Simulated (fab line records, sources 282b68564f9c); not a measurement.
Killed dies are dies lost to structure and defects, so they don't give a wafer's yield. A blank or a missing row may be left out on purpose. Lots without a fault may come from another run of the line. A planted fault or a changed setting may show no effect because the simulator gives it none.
fab line records | flow rit_cmos
record lots=7 wafers=21 last_day=6
route steps=202 shown ACTIVE@19 FOX1@20 FOX2@23 NWELL@28 M1@202
lots that met no fault: from a run of the same line without faults
start_h: hours from the record's first day to the start of the lot's first wafer shown | wait_h: hours since the lot's step before | " the same as in the row above | L1.1+2: a row that stands for several wafers | - no value, or no start given | * or withheld: withheld | < > ~ a bound
route shown NAME@n: a module of which the file shows steps, and the number in the route of the first | usual: mean/standard deviation of fault-free wafers | same: alike in all rows | chamber/n: place in a boat | sites: the reading at each site | _std_site: their standard deviation | _edge_site: outer sites' mean less inner sites' | radius_mm: how far each site lies from the wafer's centre | mask NAME#n: copy n | behind: the tool/chamber that last shaped the wafer | hold: why the lot was held/for how many hours/how that ended | device: the transistor (n, p or np) that didn't switch | end of line: the same wafers' tests at the end of the route | a step without rows: its recipe alone | killed: dies lost to structure and defects at the first sort, not the wafer's yield | map: a wafer's dies, x killed, . not, _ none there
set.NAME: the setting as run; set.NAME@STEP: as run at that earlier step | model.NAME: the simulator's own value behind a step, which no gauge read
lots at some steps of the route; a table a step, a row a wafer
services: from which hour (start_h, from the record's first day; less than 0 if before it) a tool's chamber was out of use, for how many hours, and why
## steps
# step RIT_ACTIVE_CLEAN_17
# recipe chemistry=SC2 mix=3:3:50 time_s=600 temp_c=75 dry=n2_spin
# step RIT_FOX1_OXIDATION_00
# recipe temp_c=1100 ambient=H2O target_thk_a=3507 p_h2o_torr=720 ox_time_s=1130
# step RIT_FOX1_THK_MEAS_01
# recipe reads=SiO2_of_FOX1_OXIDATION_00
# usual FOX1_OXIDE_THK=350/8.9
# columns lot.wafer tool chamber start_h wait_h FOX1_OXIDE_THK[nm]
L516.2 film_metro-02 - 21.84 0.0 344
L516.3 " - " " 345
L516.4 " - " " 340
L521.1 film_metro-03 - 49.24 0.0 361
L521.2 " - " " 353
L521.5 " - " " 363
L523.3 film_metro-03 - 57.42 0.0 364
L523.4 " - " " 368
L523.6 " - " " 368
L526.1 film_metro-04 - 72.71 0.0 342
L526.4 " - " " 339
L526.6 " - " " 335
L528.1 film_metro-04 - 82.20 0.0 331
L528.2 " - " " 336
L528.3 " - " " 338
L530.1 film_metro-02 - 91.91 0.0 352
L530.4 " - " " 356
L530.6 " - " " 354
L534.2 film_metro-02 - 113.24 0.0 363
L534.4 " - " " 354
L534.5 " - " " 366
# step RIT_FOX1_WET_ETCH_02
# recipe chemistry=BOE target_depth_nm=350 time_s=390 temp_c=21.5 dry=n2_spin dilution=10:1 target=SiO2
# step RIT_FOX2_OXIDATION_00
# recipe temp_c=1100 ambient=H2O target_thk_a=3507 p_h2o_torr=720 ox_time_s=1130
# step RIT_FOX2_THK_MEAS_01
# recipe reads=SiO2_of_FOX2_OXIDATION_00
# usual FOX2_OXIDE_THK=352/8.2
# columns lot.wafer tool chamber start_h wait_h FOX2_OXIDE_THK[nm]
L516.2 film_metro-03 - 23.35 0.0 357
L516.3 " - " " 355
L516.4 " - " " 358
L521.1 film_metro-02 - 50.74 0.0 362
L521.2 " - " " 359
L521.5 " - " " 359
L523.3 film_metro-01 - 58.92 0.0 347
L523.4 " - " " 343
L523.6 " - " " 345
L526.1 film_metro-03 - 74.22 0.0 345
L526.4 " - " " 342
L526.6 " - " " 345
L528.1 film_metro-02 - 83.69 0.0 362
L528.2 " - " " 358
L528.3 " - " " 353
L530.1 film_metro-03 - 95.08 0.0 350
L530.4 " - " " 347
L530.6 " - " " 352
L534.2 film_metro-01 - 114.75 0.0 371
L534.4 " - " " 366
L534.5 " - " " 362
# step RIT_FOX2_CLEAN_02
# recipe chemistry=dHF dilution=50:1 time_s=176.3
# step RIT_FOX2_WET_ETCH_03
# recipe chemistry=H3PO4 target=Si3N4 target_depth_nm=195 temp_c=165 time_s=2700
# step RIT_FOX2_THK_MEAS_90
# recipe reads=SiO2_of_FOX2_OXIDATION_00
# usual FIELD_OXIDE_LEFT_1_THK=325/8.2
# columns lot.wafer tool chamber start_h wait_h FIELD_OXIDE_LEFT_1_THK[nm]
L516.2 film_metro-03 - 24.22 0.0 331
L516.3 " - " " 328
L516.4 " - " " 332
L521.1 film_metro-02 - 51.62 0.0 335
L521.2 " - " " 332
L521.5 " - " " 332
L523.3 film_metro-03 - 59.81 0.0 320
L523.4 " - " " 317
L523.6 " - " " 318
L526.1 film_metro-01 - 75.24 0.0 318
L526.4 " - " " 315
L526.6 " - " " 318
L528.1 film_metro-02 - 84.72 0.0 335
L528.2 " - " " 331
L528.3 " - " " 326
L530.1 film_metro-03 - 96.11 0.0 323
L530.4 " - " " 320
L530.6 " - " " 324
L534.2 film_metro-02 - 115.70 0.0 344
L534.4 " - " " 339
L534.5 " - " " 335
# step RIT_NWELL_HMDS_00
# recipe prime_time_s=60 prime_temp_c=140
# step RIT_NWELL_COAT_01
# recipe resist=NOVOLAK spin_rpm=2000 resist_thk_nm=1300
# step RIT_NWELL_SOFTBAKE_02
# recipe resist=NOVOLAK temp_c=90 time_s=60
# step RIT_NWELL_EXPOSE_03
# recipe mask_id=M2 na=0.57 target_cd_nm=43900 dose_mj=250
# columns lot.wafer tool chamber start_h wait_h mask model.NWELL.overlay_x_nm
L516.2+3+4 iline_stepper-02 0 24.87 0.2 M2#0 0.5175
L521.1+2+5 iline_stepper-02 0 52.13 0.1 M2#0 5.757
L523.3+4+6 iline_stepper-02 0 60.46 0.2 M2#0 6.518
L526.1+4+6 iline_stepper-01 0 75.75 0.1 M2#0 -0.106
L528.1+2+3 iline_stepper-02 0 85.36 0.2 M2#0 5.844
L530.1+4+6 iline_stepper-01 0 96.62 0.1 M2#0 -0.4681
L534.2+4+5 iline_stepper-01 0 116.35 0.2 M2#0 -0.4183
# step RIT_NWELL_PEB_04
# recipe resist=NOVOLAK temp_c=withheld time_s=withheld
# step RIT_NWELL_DEVELOP_05
# recipe resist=NOVOLAK develop_time_s=68 dev_temp_c=23
# step RIT_NWELL_OVL_MEAS_06
# usual NWELL_OVL=0.0/1.5
# columns lot.wafer tool chamber start_h wait_h NWELL_OVL[nm]
L516.2 overlay-01 - 25.28 - 2.8
L516.3 " - " " 1.6
L516.4 " - " " 1.5
L521.1 overlay-02 - 52.56 - 3.0
L521.2 " - " " 5.3
L521.5 " - " " 3.3
L523.3 overlay-02 - 60.86 - 8.4
L523.4 " - " " 6.8
L523.6 " - " " 7.0
L526.1 overlay-02 - 76.18 - -1.2
L526.4 " - " " 0.9
L526.6 " - " " -0.5
L528.1 overlay-01 - 85.79 - 5.5
L528.2 " - " " 7.3
L528.3 " - " " 6.7
L530.1 overlay-01 - 97.05 - 2.0
L530.4 " - " " -0.2
L530.6 " - " " -0.6
L534.2 overlay-02 - 116.76 - -0.1
L534.4 " - " " 0.8
L534.5 " - " " 1.0
# step RIT_NWELL_HARDBAKE_07
# recipe resist=NOVOLAK temp_c=140 time_s=120
# step RIT_M1_PROBE_99
# usual killed_at_M0_to_M3=0.0/0.2 killed_at_contacts=0.2/0.38 killed_at_front_end=6.7/3 killed_dies=6.9/3 killed_open=3.5/1.9 killed_short=3.3/2
# same gross_dies=264 killed_at_M4_up=0 killed_at_back_side=0 killed_at_other=0
# columns lot.wafer tool chamber start_h wait_h killed_at_M0_to_M3 killed_at_contacts killed_at_front_end killed_dies killed_open killed_short
L516.2 prober-02 - 65.46 0.1 0 0 3 3 2 1
L516.3 prober-02 - 65.51 0.2 0 0 6 6 3 3
L516.4 prober-02 - 65.56 0.2 0 0 1 1 0 1
L521.1 prober-01 - 89.58 0.1 0 1 4 5 1 4
L521.2 prober-01 - 89.63 0.1 0 1 6 7 3 4
L521.5 prober-01 - 89.78 0.2 0 0 2 2 2 0
L523.3 prober-01 - 97.85 0.2 0 0 6 6 1 5
L523.4 prober-01 - 97.90 0.2 0 1 7 8 5 3
L523.6 prober-01 - 98.00 0.2 0 1 7 8 0 8
L526.1 prober-02 - 113.85 0.1 0 0 3 3 1 2
L526.4 prober-02 - 114.00 0.2 0 0 5 5 2 3
L526.6 prober-02 - 114.10 0.2 1 0 3 4 2 2
L528.1 prober-02 - 121.56 0.1 0 0 9 9 7 2
L528.2 prober-02 - 121.61 0.1 0 0 6 6 4 2
L528.3 prober-02 - 121.66 0.2 0 0 5 5 3 2
L530.1 prober-02 - 133.45 0.1 0 0 7 7 2 5
L530.4 prober-02 - 133.60 0.2 0 0 6 6 3 3
L530.6 prober-02 - 133.70 0.2 0 0 3 3 2 1
L534.2 prober-02 - 152.62 0.1 0 0 4 4 1 3
L534.4 prober-02 - 152.72 0.2 0 0 6 6 3 3
L534.5 prober-02 - 152.77 0.2 0 0 4 4 1 3
# killed by level:class
L516.2 GATE:geometric_particle:open=2 FOX2:geometric_particle:short=1
L516.3 FOX1:geometric_particle:open=1 FOX2:geometric_particle:open=1 GATE:geometric_particle:short=1 GATE:geometric_particle:open=1 REOX:geometric_particle:short=1 SILICIDE:geometric_particle:short=1
L516.4 SILICIDE:geometric_particle:short=1
L521.1 GATE:geometric_particle:short=2 FOX1:geometric_particle:open=1 REOX:geometric_particle:short=1 CONTACT:geometric_particle:short=1
L521.2 GATE:geometric_particle:short=2 FOX1:geometric_particle:open=1 REOX:geometric_particle:short=1 SPACER:geometric_particle:open=1 SPACER:geometric_particle:short=1 CONTACT:geometric_particle:open=1
L521.5 FOX1:geometric_particle:open=1 GATE:geometric_particle:open=1
L523.3 GATE:geometric_particle:short=3 FOX1:geometric_particle:short=1 GATE:geometric_particle:open=1 REOX:geometric_particle:short=1
L523.4 GATE:geometric_particle:open=3 FOX1:geometric_particle:open=2 GATE:geometric_particle:short=1 REOX:geometric_particle:short=1 CONTACT:geometric_particle:short=1
L523.6 GATE:geometric_particle:short=3 REOX:geometric_particle:short=2 SPACER:geometric_particle:short=1 SILICIDE:geometric_particle:short=1 CONTACT:geometric_particle:short=1
L526.1 FOX1:geometric_particle:open=1 REOX:geometric_particle:short=1 SPACER:geometric_particle:short=1
L526.4 FOX2:geometric_particle:short=1 GATE:geometric_particle:short=1 SPACER:geometric_particle:open=1 SILICIDE:geometric_particle:short=1 SILICIDE:geometric_particle:open=1
L526.6 GATE:geometric_particle:open=2 GATE:geometric_particle:short=1 M1:geometric_particle:short=1
L528.1 GATE:geometric_particle:open=4 FOX1:geometric_particle:open=1 GATE:geometric_particle:short=1 SPACER:geometric_particle:open=1 SILICIDE:geometric_particle:open=1 SILICIDE:geometric_particle:short=1
L528.2 FOX1:geometric_particle:open=1 FOX2:geometric_particle:open=1 GATE:geometric_particle:short=1 GATE:geometric_particle:open=1 REOX:geometric_particle:short=1 REOX:geometric_particle:open=1
L528.3 GATE:geometric_particle:open=2 GATE:geometric_particle:short=2 FOX2:geometric_particle:open=1
L530.1 SILICIDE:geometric_particle:short=3 FOX1:geometric_particle:short=2 GATE:geometric_particle:open=1 REOX:geometric_particle:open=1
L530.4 REOX:geometric_particle:open=2 GATE:geometric_particle:open=1 GATE:geometric_particle:short=1 REOX:geometric_particle:short=1 SPACER:geometric_particle:short=1
L530.6 FOX2:geometric_particle:open=1 FOX2:geometric_particle:short=1 REOX:geometric_particle:open=1
L534.2 FOX2:geometric_particle:short=2 FOX2:geometric_particle:open=1 SPACER:geometric_particle:short=1
L534.4 GATE:geometric_particle:short=3 GATE:geometric_particle:open=2 SILICIDE:geometric_particle:open=1
L534.5 GATE:geometric_particle:short=2 SILICIDE:geometric_particle:short=1 SILICIDE:geometric_particle:open=1
## services
# columns tool chamber start_h hours kind
iline_stepper-02 - 47.82 4.0 repair
iline_stepper-01 0 115.92 - calibration
## key
first_sign step=RIT_NWELL_OVL_MEAS_06 reading=NWELL_OVL direction=up sigmas=3.9 usual=0.0 struck=5.9
effect none on later readings
model_effect step=RIT_NWELL_EXPOSE_03 value=NWELL.overlay_x_nm without=-0.3832 struck=6.039
met_at RIT_NWELL_EXPOSE_03
struck_wafers L521.1,L521.2,L521.5,L523.3,L523.4,L523.6,L528.1,L528.2,L528.3
tester_left_out L521,L523,L528
onset_between 24.87 52.13
fault kind=scanner_matching_overlay tool=iline_stepper-02 chamber=- onset_h=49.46 steps=RIT_NWELL_EXPOSE_03 offset=6.4227
# tester_left_out: of these lots the tester's yield and bins aren't shown, on N5 and GAA mostly nor the transistor test; their killed dies are dies lost to structure and defects alone, not to doping, threshold or leakage, so they don't give the yield
